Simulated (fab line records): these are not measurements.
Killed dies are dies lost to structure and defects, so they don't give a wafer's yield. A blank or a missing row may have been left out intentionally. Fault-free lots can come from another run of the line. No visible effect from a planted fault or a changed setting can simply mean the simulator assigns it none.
Which tool did it? -- flow berkeley_cmos170 -- Sampling: 13 lots, 39 wafers, 2 of 331 route steps

== WHAT THE GAUGES READ, wafer by wafer ==
UCB170_GATE_CD_MEAS_12 targets a cd of 350 nm.
lot,measured,on,cd_nm (nm)
L648,day 7 03:46,cd_sem-02,352.1 351.5 352.9
L652,day 7 17:01,cd_sem-01,351.6 351.5 351.0
L649,day 7 17:43,cd_sem-02,349.6 349.5 349.7
L651,day 7 17:58,cd_sem-02,349.6 347.5 347.7
L653,day 8 11:24,cd_sem-01,350.8 350.7 352.1
L656,day 8 11:47,cd_sem-01,352.5 351.8 350.5
L657,day 9 00:48,cd_sem-01,377.6 376.3 377.5
L658,day 9 01:04,cd_sem-01,351.8 349.7 350.1
L667,day 11 08:55,cd_sem-01,349.9 349.4 348.1
L666,day 11 09:01,cd_sem-02,351.1 350.6 351.2
L669,day 11 09:14,cd_sem-02,348.9 349.1 348.0
L670,day 11 16:35,cd_sem-01,351.2 351.5 351.4
L671,day 11 16:52,cd_sem-02,347.3 347.4 348.6

== WHAT TOOL EACH LOT RAN ON (gives the tool, then ch and the chambers of the sampled wafers, and finally the start) ==
lot,UCB170_GATE_EXPOSE_09
L648,"krf_scanner-02 ch 0, day 7 03:10"
L652,"krf_scanner-02 ch 0, day 7 15:52"
L649,"krf_scanner-02 ch 0, day 7 16:30"
L651,"krf_scanner-02 ch 0, day 7 16:35"
L653,"krf_scanner-01 ch 0, day 8 10:55"
L656,"krf_scanner-01 ch 0, day 8 11:24"
L657,"krf_scanner-01 ch 0, day 9 00:05"
L658,"krf_scanner-02 ch 0, day 9 00:16"
L667,"krf_scanner-01 ch 0, day 11 08:11"
L666,"krf_scanner-02 ch 0, day 11 08:28"
L669,"krf_scanner-01 ch 0, day 11 08:48"
L670,"krf_scanner-01 ch 0, day 11 15:52"
L671,"krf_scanner-02 ch 0, day 11 16:11"
- UCB170_GATE_EXPOSE_09: exposes mask POLY, target cd 350 nm.

== AS READ BY THE TOOLS THEMSELVES (means over the sampled wafers that have a number; for cases with no such wafer, the mark the record gives instead) ==
UCB170_GATE_EXPOSE_09.
lot,tool,focus_offset_nm (nm)
L648,krf_scanner-02,0.1
L652,krf_scanner-02,0.0
L649,krf_scanner-02,0.2
L651,krf_scanner-02,-0.4
L653,krf_scanner-01,0.2
L656,krf_scanner-01,0.3
L657,krf_scanner-01,-0.4
L658,krf_scanner-02,0.2
L667,krf_scanner-01,0.6
L666,krf_scanner-02,0.3
L669,krf_scanner-01,0.4
L670,krf_scanner-01,0.6
L671,krf_scanner-02,-0.5

== THE ANSWER, worked out from the rows above alone ==
Rule: the usual values come from the lots themselves. Put in order of their means at a reading, lots are off if they are a third of the lots or fewer, leave a main group of 4 or more, and stand apart from it by a gap of 3 or more times the standard deviation of the main group's means; of several such gaps the widest counts. The tables above print the reading to a certain number of digits; a main group whose means all agree to those digits is not used. A lot without any number at a reading at which 4 lots or more have one is off too. The other lots that the step has rows for count as sound. First the gauges in route order, then the tools' own readings, where a lot's mean is used as printed above. At the first step where some lot is off, the reading lying furthest off is the one used; lots without a number count as furthest.
Off at UCB170_GATE_CD_MEAS_12 (cd_nm): L657. Mean 350.2 nm and standard deviation 1.4 in the main group.
If a tool, at a process step before that reading, ran all the lots that are off and no sound lot after the first of them, it fits. Those tools and the gauges at UCB170_GATE_CD_MEAS_12 are tried in the same way. None of those tried fits.

== WHAT THE SIMULATOR HAD INSERTED ==
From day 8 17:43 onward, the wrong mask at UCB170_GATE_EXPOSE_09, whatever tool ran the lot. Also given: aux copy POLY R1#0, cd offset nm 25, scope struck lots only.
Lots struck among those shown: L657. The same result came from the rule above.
